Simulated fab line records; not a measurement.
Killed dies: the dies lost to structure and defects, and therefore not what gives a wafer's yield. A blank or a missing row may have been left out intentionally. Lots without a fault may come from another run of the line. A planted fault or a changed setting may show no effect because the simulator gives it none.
Shared-tool check	flow berkeley-cmos170	12 lots and 36 wafers in the sample

## WHAT PROMPTED THE OPENING
UCB170_NVT_TW_MEAS_09, reading NVT_TW: flagged on 2 of 12 lots. No-fault wafers: 523, standard deviation 4.6.
Rule: a lot is flagged in two cases, either no wafer of it has a number, or all its wafers with numbers fall more than 4 standard deviations from that mean. The other lots count as sound.

lot	measured	on	NVT_TW, wafer by wafer	flag
L340	day 6 10:20	film-metro-01	526 526 527	
L339	day 6 10:24	film-metro-04	517 516 514	
L343	day 7 12:56	film-metro-01	525 525 527	
L344	day 7 14:08	film-metro-01	30 30 30	FLAGGED
L350	day 8 15:46	film-metro-04	30 30 30	FLAGGED
L353	day 9 10:11	film-metro-04	519 520 516	
L354	day 9 18:00	film-metro-01	524 526 525	
L355	day 10 03:22	film-metro-04	515 516 518	
L357	day 10 03:23	film-metro-01	524 526 528	
L359	day 10 18:23	film-metro-03	528 526 526	
L361	day 11 06:32	film-metro-01	525 528 528	
L362	day 11 13:43	film-metro-04	518 520 516	
Flagged lots average 30: -493 relative to the usual, that is -99 or more standard deviations.

## WHICH TOOL EACH LOT WENT THROUGH
The record keeps 1 process step preceding the reading, out of 331 steps on the route. Every cell lists first the tool, next ch and the chambers used by the sampled wafers, and last the start.
lot	flag	UCB170_NVT_DEVELOP_05
L340		litho-track-02 ch 0, day 6 09:00
L339		litho-track-04 ch 0, day 6 10:00
L343		litho-track-01 ch 0, day 7 12:00
L344	FLAGGED	litho-track-01 ch 0, day 7 13:00
L350	FLAGGED	litho-track-01 ch 0, day 8 15:00
L353		litho-track-04 ch 0, day 9 09:00
L354		litho-track-02 ch 0, day 9 17:00
L355		litho-track-04 ch 0, day 10 02:00
L357		litho-track-02 ch 0, day 10 02:00
L359		litho-track-02 ch 0, day 10 17:00
L361		litho-track-04 ch 0, day 11 06:00
L362		litho-track-01 ch 0, day 11 13:00
What is done by these steps:
- UCB170_NVT_DEVELOP_05: develop time 45 s.
- UCB170_NVT_TW_MEAS_09

## FLAGGED AGAINST TOTAL, ONE TOOL AT A TIME (gauges that did the reading follow at the end)
step	tool	lots run	flagged	share of the flagged lots	sound lots run after its first flagged lot
UCB170_NVT_DEVELOP_05	litho-track-01	4	2	all	1 (L362)
UCB170_NVT_DEVELOP_05	litho-track-02	4	0	none	-
UCB170_NVT_DEVELOP_05	litho-track-04	4	0	none	-
UCB170_NVT_TW_MEAS_09	film-metro-01	6	1	some	3 (L354,L357,L361)
UCB170_NVT_TW_MEAS_09	film-metro-03	1	0	none	-
UCB170_NVT_TW_MEAS_09	film-metro-04	5	1	some	3 (L353,L355,L362)

## WHAT IS ALLOWED BY THE TABLE
In the table, 1 row covers all flagged lots: litho-track-01 at UCB170_NVT_DEVELOP_05.
- litho-track-01 at UCB170_NVT_DEVELOP_05: 2 of its 4 lots flagged. Sound lots ran on it after the first flagged one (L362), which a lasting fault on the whole tool wouldn't allow.
None of the table's rows ran every flagged lot and, after the first, no sound lot.

## WHAT THE SIMULATOR PUT IN
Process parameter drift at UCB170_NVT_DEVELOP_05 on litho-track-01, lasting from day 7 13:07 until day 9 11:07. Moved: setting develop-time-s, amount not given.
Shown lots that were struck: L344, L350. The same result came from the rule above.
